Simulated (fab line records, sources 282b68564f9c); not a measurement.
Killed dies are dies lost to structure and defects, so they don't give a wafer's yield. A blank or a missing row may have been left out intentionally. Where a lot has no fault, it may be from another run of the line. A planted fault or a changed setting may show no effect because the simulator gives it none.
Struck lot and sound lot, side by side | flow rit-cmos | 44 steps out of a route of 202
Sound: these wafers, L838.1, L838.4, L838.5. Struck: wafers L847.2, L847.5, L847.6. Last of all comes the cause.
For every step that has rows: the tool of each side, followed by ch and its chambers, followed by its first start. Under that, the readings that differ: sound wafers | struck wafers | difference of the means | sigmas: that difference in standard deviations of wafers without a fault.
alike: readings with means less than 2 such deviations apart, plus words and numbers identical on both sides. not compared: withheld readings, readings lacking a value on some wafer, bounds such as >300 that could conceal the same value, and numbers that have no deviation in the record and whose values overlap.
A row with sigmas, a row that says differs or no value, or rows on one side alone: a step with any of these is where the two part. When numbers do not overlap yet have no deviation, they are printed without sigmas and do not part them. A reading that every wafer of one side lacks parts them only if that side has two wafers or more.

first, 3 steps without rows for these wafers: RIT_REOX_CLEAN_01 (cleans in dHF, time 30 s); RIT_REOX_CLEAN_02 (cleans in SC2, time 600 s); RIT_REOX_OXIDATION_03 (target thk 25.2 nm, ox time 5580 s).
RIT_REOX_THK_MEAS_04:
  sound on film-metro-03, day 2 22:29; struck on film-metro-03, day 4 17:37
  alike: REOX_OXIDE_THK
then, 6 steps without rows for these wafers: RIT_NLDD_HMDS_00 (prime time 60 s); RIT_NLDD_COAT_01 (resist thk 1000 nm); RIT_NLDD_SOFTBAKE_02 (time 60 s); RIT_NLDD_EXPOSE_03 (exposes mask M7, target cd 40700 nm); RIT_NLDD_PEB_04; RIT_NLDD_DEVELOP_05 (develop time 50 s).
RIT_NLDD_OVL_MEAS_06:
  sound on overlay-01, day 2 23:43; struck on overlay-01, day 4 18:41
  alike: NLDD_OVL
then, 1 step without rows for these wafers: RIT_NLDD_HARDBAKE_07 (time 60 s).
RIT_NLDD_IMPLANT_08:
  sound on implanter-03 ch 0, day 2 23:53; struck on implanter-02 ch 0, day 4 18:53
  reading                   | sound                | struck               | difference | sigmas
  beam-energy-keV           | 20.004 20.012 20.009 | 26.012 26.005 26.006 | +5.999     | +99 or more
  model.implant.rp-nm (nm)  | 27.61 27.61 27.61    | 33.65 33.65 33.65    | +6.04      |
  model.implant.drp-nm (nm) | 12.97 12.97 12.97    | 15.19 15.19 15.19    | +2.22      |
RIT_NLDD_STRIP_09: strips in O2, time 180 s.
  sound on plasma-asher-04 ch 0,1, day 3 00:02; struck on plasma-asher-04 ch 0,1, day 4 19:01
  alike: drypump-motor-current-A
  not compared: rf-hours-counter-h
RIT_NLDD_TW_MEAS_10:
  sound on film-metro-01, day 3 00:13; struck on film-metro-03, day 4 19:11
  reading | sound          | struck         | difference | sigmas
  NLDD_TW | 2465 2490 2485 | 2657 2667 2658 | +181       | +6
then, 6 steps without rows for these wafers: RIT_PLDD_HMDS_00 (prime time 60 s); RIT_PLDD_COAT_01 (resist thk 1000 nm); RIT_PLDD_SOFTBAKE_02 (time 60 s); RIT_PLDD_EXPOSE_03 (exposes mask M8, target cd 40900 nm); RIT_PLDD_PEB_04; RIT_PLDD_DEVELOP_05 (develop time 50 s).
RIT_PLDD_OVL_MEAS_06:
  sound on overlay-02, day 3 01:20; struck on overlay-01, day 4 20:13
  alike: PLDD_OVL
then, 2 steps without rows for these wafers: RIT_PLDD_HARDBAKE_07 (time 60 s); RIT_PLDD_IMPLANT_08.
RIT_PLDD_STRIP_09: strips in O2, time 180 s.
  sound on plasma-asher-04 ch 0,1, day 3 01:40; struck on plasma-asher-04 ch 0,1, day 4 20:33
  alike: drypump-motor-current-A
  not compared: rf-hours-counter-h
RIT_PLDD_TW_MEAS_10:
  sound on film-metro-02, day 3 01:50; struck on film-metro-03, day 4 20:44
  alike: PLDD_TW
then, 4 steps without rows for these wafers: RIT_SPACER_CLEAN_00 (cleans in SC1, time 600 s); RIT_SPACER_CLEAN_01 (cleans in dHF, time 30 s); RIT_SPACER_CLEAN_02 (cleans in SC2, time 600 s); RIT_SPACER_CVD_03 (deposits Si3N4 from SiH2Cl2/NH3, target thk 250 nm, time 3300 s).
RIT_SPACER_THK_MEAS_04:
  sound on film-metro-03, day 3 04:11; struck on film-metro-03, day 4 23:10
  alike: SPACER_NITRIDE_THK
RIT_SPACER_ETCHBACK_05: etches Si3N4 in SF6/CHF3, stops on SiO2, target depth 250 nm, time 240 s.
  sound on rie-diel-02 ch 1,3, day 3 04:14; struck on rie-diel-04 ch 1,2, day 4 23:13
  alike: SF6_flow_sccm, drypump-motor-current-A, oes-product-au, throttle-valve-pct
  not compared: rf-hours-counter-h
then, 6 steps without rows for these wafers: RIT_NSD_HMDS_00 (prime time 60 s); RIT_NSD_COAT_01 (resist thk 1000 nm); RIT_NSD_SOFTBAKE_02 (time 60 s); RIT_NSD_EXPOSE_03 (exposes mask M9, target cd 40700 nm); RIT_NSD_PEB_04; RIT_NSD_DEVELOP_05 (develop time 50 s).
RIT_NSD_OVL_MEAS_06:
  sound on overlay-02, day 3 05:14; struck on overlay-02, day 5 00:20
  alike: NSD_OVL
then, 2 steps without rows for these wafers: RIT_NSD_HARDBAKE_07 (time 60 s); RIT_NSD_IMPLANT_08.
RIT_NSD_STRIP_09: strips in O2, time 180 s.
  sound on plasma-asher-01 ch 0, day 3 05:35; struck on plasma-asher-01 ch 0,1, day 5 00:40
  alike: drypump-motor-current-A
  not compared: rf-hours-counter-h
RIT_SDANNEAL_RS_MEAS_07: a four-point-probe measurement.
  sound on film-metro-01, day 3 08:05; struck on film-metro-03, day 5 03:23
  reading          | sound             | struck            | difference | sigmas
  NLDD_RS (ohm/sq) | 150.8 150.4 150.7 | 146.9 147.7 147.3 | -3.3       | -6
RIT_M1_PROBE_99:
  sound on prober-01, day 3 16:27; struck on prober-02, day 5 10:28
  reading                                 | sound                | struck               | difference | sigmas
  model.etest.nldd.rs-ohm-sq              | 391.6 383.2 389.4    | 298.6 295.4 300.3    | -90.0      |
  model.etest.nldd.line-ohm-um            | 122.6 119.6 121.5    | 93.8 93.19 94.28     | -27.5      |
  model.etest.nmos-turned.isub-log10-a-um | -7.199 -7.169 -7.143 | -6.991 -7.049 -6.992 | +0.160     |
  model.etest.diode-nplus-pwell.bv-v (V)  | 5.931 5.912 5.93     | 6.123 6.192 6.056    | +0.199     |
  model.etest.diode-nplus-pwell.cj-ff-um2 | 2.079 2.07 2.072     | 2.045 1.997 2.038    | -0.047     |
  alike: killed-at-front-end, killed-dies, killed-open, killed-short
  not compared: model.etest.nmos_0p15.r-on-ohm-um, model.etest.nmos_0p3.off-log10-a-um, model.etest.nmos_0p15.isub-log10-a-um

== WHERE THEY PART ==
Earliest at RIT_NLDD_IMPLANT_08; latest, in this record, at RIT_SDANNEAL_RS_MEAS_07. Later steps at which nothing parts them and some readings are alike: RIT_M1_PROBE_99.

WHY: whatever the simulator had introduced
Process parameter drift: implanter-02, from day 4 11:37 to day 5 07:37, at RIT_NLDD_IMPLANT_08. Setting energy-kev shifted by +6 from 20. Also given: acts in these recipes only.
